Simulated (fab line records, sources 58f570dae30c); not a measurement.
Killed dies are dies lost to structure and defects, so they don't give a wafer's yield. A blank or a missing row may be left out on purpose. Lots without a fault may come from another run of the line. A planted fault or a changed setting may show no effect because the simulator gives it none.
Split-lot experiment | flow berkeley_cmos170 | 5 lots, 14 wafers read, on a route of 331 steps

THE SPLIT
At UCB170_CONTACT_CVD_01 (deposits PSG from SiH4/O2/PH3, target thk 700 nm, time 2820 s), the setting sih4_flow_sccm was moved away from the recipe's 60 sccm on 8 of the 14 wafers read, by +8.7% to +12.9%. The other wafers ran this setting at the recipe's value.

The reading is taken at the split's own step.

THE READING
PSG_of_CONTACT_CVD_01.thk_nm (the simulator's own value, which no gauge read), in nm, at UCB170_CONTACT_CVD_01 (deposits PSG from SiH4/O2/PH3, target thk 700 nm, time 2820 s). The file gives no usual value for it. The 6 wafers here that ran the recipe average 695.0 nm, standard deviation 4.4 nm.

wafer  | tool, chamber at the split | sih4_flow_sccm as run, sccm | against the recipe | PSG_of_CONTACT_CVD_01.thk_nm, nm | against lot-mates on the recipe
L076.3 | lpcvd-01, 1                | 60                          | recipe             | 692.7                            | -
L076.4 | lpcvd-01, 1                | 60                          | recipe             | 687.9                            | -
L076.6 | lpcvd-01, 1                | 60                          | recipe             | 696.1                            | -
L078.2 | -, -                       | 60                          | recipe             | 696.2                            | -
L078.5 | -, -                       | 60                          | recipe             | 702.5                            | -
L078.6 | -, -                       | 60                          | recipe             | 694.5                            | -
L079.1 | -, -                       | 67.6                        | +12.7%             | 716.5                            | no lot-mate on the recipe
L079.5 | -, -                       | 67.6                        | +12.7%             | 715                              | no lot-mate on the recipe
L079.6 | -, -                       | 67.6                        | +12.7%             | 721.7                            | no lot-mate on the recipe
L080.2 | -, -                       | 67.76                       | +12.9%             | 727.9                            | no lot-mate on the recipe
L080.3 | -, -                       | 67.76                       | +12.9%             | 723                              | no lot-mate on the recipe
L083.2 | -, -                       | 65.25                       | +8.7%              | 716.6                            | no lot-mate on the recipe
L083.3 | -, -                       | 65.25                       | +8.7%              | 714.1                            | no lot-mate on the recipe
L083.4 | -, -                       | 65.25                       | +8.7%              | 715.3                            | no lot-mate on the recipe

THE FIT
A straight line over all 14 wafers: PSG_of_CONTACT_CVD_01.thk_nm changes by +2.07 nm for each +1% of sih4_flow_sccm; r = +0.95; the points scatter about the line by 4.4 nm.
Too few moved wafers have a lot-mate on the recipe to fit a line with each lot's own level taken away.

THE FILE'S OWN FIT
PSG_of_CONTACT_CVD_01.thk_nm changes by +2.07 nm for each +1% of sih4_flow_sccm, r = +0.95.
